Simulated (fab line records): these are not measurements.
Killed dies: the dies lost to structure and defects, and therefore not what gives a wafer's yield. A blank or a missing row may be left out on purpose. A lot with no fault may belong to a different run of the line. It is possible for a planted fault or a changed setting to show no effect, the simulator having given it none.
A struck lot beside a sound one :: flow berkeley_cmos170 :: 43 out of 331 route steps
Sound: wafers L481.1, L481.2, L481.3. Struck: wafers L502.1, L502.5 (left out: L502.2, a lot-mate that was not struck); the cause follows at the end.
At each step with rows: each side's tool, then ch and its chambers, then its first start. Under that, the readings that differ: sound wafers :: struck wafers :: difference of the means :: sigmas: that difference in standard deviations of wafers without a fault.
alike: words and numbers the same on both sides, and readings whose means are apart by under 2 such deviations; not compared: readings that were withheld, readings missing a value for some wafer, numbers with overlapping values and no deviation given by the record, and bounds like >300 which may hide the same value.
The two part at a step that has a row with sigmas, a row that says differs or no value, or rows on one side only. Numbers that don't overlap but have no deviation are shown without sigmas and don't part them. A reading that every wafer of one side lacks parts them only if that side has two wafers or more.

UCB170_ACTIVE_THK_MEAS_03:
  sound: film_metro-04 at day 4 17:12; struck: film_metro-03 at day 9 05:35
reading: ACTIVE_OXIDE_THK (nm)
sound: 25.9 26.4 25.9
struck: 27.6 27.0
difference: +1.2
sigmas: +3
then, 2 steps without rows for these wafers: UCB170_ACTIVE_ANNEAL_04 (time 900 s); UCB170_ACTIVE_CVD_05 (deposits Si3N4 from SiH2Cl2/NH3, target thk 220 nm, time 3300 s).
UCB170_ACTIVE_THK_MEAS_06:
  sound: film_metro-03 at day 5 01:24; struck: film_metro-03 at day 9 13:48
  alike: ACTIVE_NITRIDE_THK
then, 6 steps without rows for these wafers: UCB170_ACTIVE_HMDS_07 (prime time 60 s); UCB170_ACTIVE_COAT_08 (resist thk 900 nm); UCB170_ACTIVE_SOFTBAKE_09 (time 60 s); UCB170_ACTIVE_EXPOSE_10 (exposes mask ACTIVE, target cd 1200 nm); UCB170_ACTIVE_PEB_11; UCB170_ACTIVE_DEVELOP_12 (develop time 45 s).
UCB170_ACTIVE_CD_MEAS_13 targets a cd of 1200 nm.
  sound: cd_sem-01 at day 5 03:18; struck: cd_sem-01 at day 9 14:50
  alike: cd_nm
UCB170_ACTIVE_OVL_MEAS_14:
  sound: overlay-01 at day 5 03:25; struck: overlay-01 at day 9 14:57
  alike: ACTIVE_OVL
UCB170_ACTIVE_ETCH_15: etches Si3N4 in CH3F/Ar/O2, stops on SiO2, target depth 242 nm, time 151 s.
  sound on rie_diel-03 ch 1,2,3, day 5 03:28; struck on rie_diel-02 ch 2, day 9 14:59
  alike: CH3F_flow_sccm, drypump_motor_current_A, oes_product_au, throttle_valve_pct
  not compared: rf_hours_counter_h
UCB170_ACTIVE_STRIP_16: strips in O2.
  sound on plasma_asher-02 ch 0,1, day 5 03:34; struck on plasma_asher-03 ch 1, day 9 15:05
reading: drypump_motor_current_A (A)
sound: 6.4 6.2 6.1
struck: 5.4 5.5
difference: -0.8
sigmas: -2

reading: strip_time_to_endpoint_s (s)
sound: 18.21 18.32 18.20
struck: 17.92 18.04
difference: -0.26
sigmas: -3
  alike: oes_product_au
  not compared: rf_hours_counter_h
UCB170_ACTIVE_CD_MEAS_90 targets a cd of 1200 nm.
  sound: cd_sem-01 at day 5 03:42; struck: cd_sem-02 at day 9 15:11
  alike: cd_nm
then, 7 steps without rows for these wafers: UCB170_ACTIVE_CLEAN_17 (cleans in SPM, time 600 s); UCB170_PFIELD_HMDS_00 (prime time 60 s); UCB170_PFIELD_COAT_01 (resist thk 900 nm); UCB170_PFIELD_SOFTBAKE_02 (time 60 s); UCB170_PFIELD_EXPOSE_03 (exposes mask PFIELD, target cd 1500 nm); UCB170_PFIELD_PEB_04; UCB170_PFIELD_DEVELOP_05 (develop time 45 s).
UCB170_PFIELD_OVL_MEAS_06:
  sound: overlay-02 at day 5 05:10; struck: overlay-02 at day 9 17:48
  alike: PFIELD_OVL
after that, 1 step had no rows for these wafers: UCB170_PFIELD_IMPLANT_07.
UCB170_PFIELD_STRIP_08: strips in O2.
  sound on plasma_asher-02 ch 0,1, day 5 05:21; struck on plasma_asher-02 ch 0,1, day 9 17:59
  alike: drypump_motor_current_A, oes_product_au, strip_time_to_endpoint_s
  not compared: rf_hours_counter_h
UCB170_PFIELD_TW_MEAS_09:
  sound: film_metro-03 at day 5 05:27; struck: film_metro-01 at day 9 18:05
reading: PFIELD_TW
sound: 603 605 602
struck: 589 592
difference: -13
sigmas: -2
then, 2 steps without rows for these wafers: UCB170_FIELD_CLEAN_00 (cleans in dHF, time 7.5 s); UCB170_FIELD_OXIDATION_01 (target thk 558.3 nm, ox time 7200 s).
UCB170_FIELD_THK_MEAS_02:
  sound: film_metro-02 at day 5 13:08; struck: film_metro-04 at day 10 00:08
  alike: FIELD_OXIDE_THK
then, 4 steps without rows for these wafers: UCB170_FIELD_ANNEAL_03 (time 1200 s); UCB170_FIELD_WET_ETCH_04 (etches SiO2 in dHF, time 60 s); UCB170_FIELD_WET_ETCH_05 (etches Si3N4 in H3PO4, time 12600 s); UCB170_FIELD_WET_ETCH_06 (etches SiO2 in BOE, time 22 s).
UCB170_FIELD_THK_MEAS_90:
  sound: film_metro-01 at day 5 21:32; struck: film_metro-02 at day 10 09:14
  alike: FIELD_OXIDE_LEFT_1_THK
then, 2 steps without rows for these wafers: UCB170_SACOX_CLEAN_00 (cleans in dHF, time 7.5 s); UCB170_SACOX_OXIDATION_01 (target thk 14.4 nm, ox time 2400 s).
UCB170_SACOX_THK_MEAS_02:
  sound: film_metro-04 at day 6 02:14; struck: film_metro-04 at day 10 15:47
  alike: SACOX_OXIDE_THK
then, 2 steps without rows for these wafers: UCB170_SCREENOX_WET_ETCH_00 (etches SiO2 in dHF, time 200 s); UCB170_SCREENOX_OXIDATION_01 (target thk 14.4 nm, ox time 2400 s).
UCB170_SCREENOX_THK_MEAS_02:
  sound: film_metro-04 at day 6 06:49; struck: film_metro-04 at day 11 00:11
  alike: SCREENOX_OXIDE_THK
then, 2 steps without rows for these wafers: UCB170_SCREENOX_ANNEAL_03 (time 900 s); UCB170_NVT_HMDS_00 (prime time 60 s).
-- the record jumps here: 3 days lie between the struck wafers' starts before and after (it left off in module NVT and takes up again in module M3, whose first step shown is number 331 of the route) --
UCB170_M3_PROBE_99:
  only the struck wafers here have rows in the record (prober-01, day 13 13:16); the sound ones have none

== WHERE THEY PART ==
Last at UCB170_M3_PROBE_99 as far as this record goes, first at UCB170_ACTIVE_THK_MEAS_03.

WHY: what the simulator had put in
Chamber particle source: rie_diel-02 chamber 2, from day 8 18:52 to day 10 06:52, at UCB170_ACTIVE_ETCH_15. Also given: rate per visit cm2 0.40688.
